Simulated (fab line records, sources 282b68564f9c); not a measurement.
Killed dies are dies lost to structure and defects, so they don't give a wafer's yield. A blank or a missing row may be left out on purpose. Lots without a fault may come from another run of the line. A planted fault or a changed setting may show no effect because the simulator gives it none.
Chamber matching | flow rit_cmos | RIT_GATE_ETCH_19 on rie_si-02: 4 sister chambers
The step etches poly-Si in SF6/CHF3/O2, stops on SiO2, time 165 s, target depth 312.5 nm. 14 wafers are shown with their chamber, then 7 later ones without.

WAFERS WITH THEIR CHAMBER
wafer  | chamber | drypump_motor_current_A (A) | throttle_valve_pct (%) | oes_product_au (a.u.)
L597.4 | 0       | 6.7                         | 10.09                  | 0.837
L597.5 | 0       | 6.7                         | 10.08                  | 0.835
L597.6 | 3       | 5.6                         | 10.15                  | 0.840
L599.1 | 0       | 6.7                         | 10.08                  | 0.848
L599.4 | 3       | 5.6                         | 10.16                  | 0.839
L599.5 | 2       | 5.6                         | 10.03                  | 0.844
L611.2 | 3       | 5.6                         | 10.15                  | 0.838
L611.3 | 1       | 5.9                         | 10.08                  | 0.847
L611.4 | 2       | 5.5                         | 10.03                  | 0.843
L613.1 | 3       | 5.6                         | 10.16                  | 0.851
L613.5 | 0       | 6.7                         | 10.08                  | 0.855
L613.6 | 1       | 5.9                         | 10.09                  | 0.856
L615.2 | 3       | 5.6                         | 10.15                  | 0.842
L615.3 | 0       | 6.7                         | 10.07                  | 0.842

SIGNATURES (means of the wafers above)
reading                 | chamber 0 | chamber 1 | chamber 2 | chamber 3 | scatter within a chamber
drypump_motor_current_A | 6.700     | 5.900     | 5.550     | 5.600     | 0.0224
throttle_valve_pct      | 10.0800   | 10.0850   | 10.0300   | 10.1540   | 0.00608
oes_product_au          | 0.84340   | 0.85150   | 0.84350   | 0.84200   | 0.00648
Rule: a wafer's distance from a chamber is the root of the sum, over the readings, of the square of ((its reading less the chamber's mean) divided by the reading's scatter). The wafer belongs to the nearest chamber; if the next one is less than 2 further off, it can't be placed. The scatter: the root of (the sum of the squares of (reading less its chamber's mean) over the shown wafers, divided by (wafers less chambers)).

WAFERS WITHOUT THEIR CHAMBER
wafer  | drypump_motor_current_A (A) | throttle_valve_pct (%) | oes_product_au (a.u.)
L615.6 | 5.6                         | 10.03                  | 0.847
L617.1 | 5.9                         | 10.08                  | 0.848
L617.2 | 6.7                         | 10.07                  | 0.835
L617.4 | 5.6                         | 10.15                  | 0.835
L619.3 | 6.7                         | 10.09                  | 0.827
L619.5 | 6.7                         | 10.10                  | 0.826
L619.6 | 5.9                         | 10.08                  | 0.841

WHICH CHAMBER EACH WENT THROUGH
wafer  | from the rows above | in truth
L615.6 | 2                   | 2
L617.1 | 1                   | 1
L617.2 | 0                   | 0
L617.4 | 3                   | 3
L619.3 | 0                   | 0
L619.5 | 0                   | 0
L619.6 | 1                   | 1
Placed correctly: 7 of 7. Can't be placed from these rows: 0. Placed wrongly: 0.
